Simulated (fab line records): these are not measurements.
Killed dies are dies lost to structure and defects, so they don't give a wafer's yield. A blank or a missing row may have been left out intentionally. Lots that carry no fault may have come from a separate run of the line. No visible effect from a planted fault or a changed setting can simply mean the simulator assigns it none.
A lot that was struck, set against a sound lot + flow ritCmos + 14 out of 202 route steps
Sound: these wafers, L814.2, L814.5, L814.6. Wafers struck: L820.2, L820.3, L820.5. At the end, the cause is stated.
Order at every step that has rows: each side's tool, ch and its chambers, its first start. Under that, the readings that differ: sound wafers + struck wafers + difference of the means + sigmas: that difference in standard deviations of wafers without a fault.
alike: a reading whose means differ by less than 2 such deviations, as well as words and numbers matching on both sides. not compared: withheld readings; readings where some wafer has no value; bounds like >300 that might hide an equal value; numbers whose values overlap and for which the record gives no deviation.
Wherever a step has rows on one side only, a row that says differs or no value, or a row with sigmas, the two part there. Numbers that have no deviation but don't overlap get no sigmas and don't part them. A reading that every wafer of one side lacks parts them only if that side has two wafers or more.

RIT_SILICIDE_RTA_06: time 10 s, ramp up 5 s, ramp down 10 s.
  sound on rtpAnneal-02 ch 0, day 3 19:11; struck on rtpAnneal-01 ch 0, day 5 08:59
  alike: wafer_temp_C_max
RIT_CONTACT_CVD_00: deposits SiO2 from TEOS, target thk 400 nm, time 61 s.
  sound on pecvd-02 ch 0,1,2, day 3 19:14; struck on pecvd-02 ch 1,2, day 5 09:02
  alike: heaterPowerW
RIT_CONTACT_THK_MEAS_01:
  struck on filmMetro-03, day 5 09:06; sound on filmMetro-02, day 3 19:17
  alike: CONTACT_TEOS_THK
then, 6 steps without rows for these wafers: RIT_CONTACT_HMDS_02 (prime time 60 s); RIT_CONTACT_COAT_03 (resist thk 1000 nm); RIT_CONTACT_SOFTBAKE_04 (time 60 s); RIT_CONTACT_EXPOSE_05 (exposes mask M11, target cd 1000 nm); RIT_CONTACT_PEB_06; RIT_CONTACT_DEVELOP_07 (develop time 120 s).
RIT_CONTACT_CD_MEAS_08: target cd 1000 nm.
  struck on cdSem-02, day 5 10:16; sound on cdSem-02, day 3 20:20
  alike: cdNm
RIT_CONTACT_OVL_MEAS_09:
  struck on overlay-02, day 5 10:22; sound on overlay-01, day 3 20:26
| reading          | sound          | struck      | difference | sigmas |
|------------------|----------------|-------------|------------|--------|
| CONTACT_OVL (nm) | -3.5 -1.9 -1.6 | 0.4 1.9 0.2 | +3.2       | +2     |
then, 1 step without rows for these wafers: RIT_CONTACT_HARDBAKE_10 (time 60 s).
RIT_CONTACT_ETCH_11: etches SiO2 in CHF3/CF4/Ar, stops on TiSi2, target depth 480 nm, time 320 s.
  sound on rieDiel-02 ch 2,3, day 3 20:37; struck on rieDiel-04 ch 0,2, day 5 10:33
| reading                                     | sound             | struck            | difference | sigmas      |
|---------------------------------------------|-------------------|-------------------|------------|-------------|
| rfFwdPowerW (W)                             | 199.8 199.3 200.3 | 119.6 119.8 119.6 | -80.1      | -99 or more |
| model.etch.depthNm (nm)                     | 388.9 398.6 398.5 | 365.8 376.9 368.3 | -25.0      |             |
| model.CONTACT.featureDepthNm (nm)           | 388.9 398.6 398.5 | 365.8 376.9 368.3 | -25.0      |             |
| model.NOVOLAK_of_CONTACT_COAT_03.thkNm (nm) | 771 768.7 769     | 798.7 795.3 796.4 | +27.2      |             |
  alike: drypumpMotorCurrentA, oesProductAu, throttleValvePct
  not compared: rfHoursCounterH
RIT_CONTACT_STRIP_12: strips in O2, time 180 s.
  sound on plasmaAsher-04 ch 0,1, day 3 20:55; struck on plasmaAsher-04 ch 0,1, day 5 10:44
  alike: drypumpMotorCurrentA
  not compared: rfHoursCounterH

== WHERE THEY PART ==
Last at RIT_CONTACT_ETCH_11 as far as this record goes, first at RIT_CONTACT_OVL_MEAS_09. Later steps at which nothing parts them and some readings are alike: RIT_CONTACT_STRIP_12.

WHY: what had been put in by the simulator
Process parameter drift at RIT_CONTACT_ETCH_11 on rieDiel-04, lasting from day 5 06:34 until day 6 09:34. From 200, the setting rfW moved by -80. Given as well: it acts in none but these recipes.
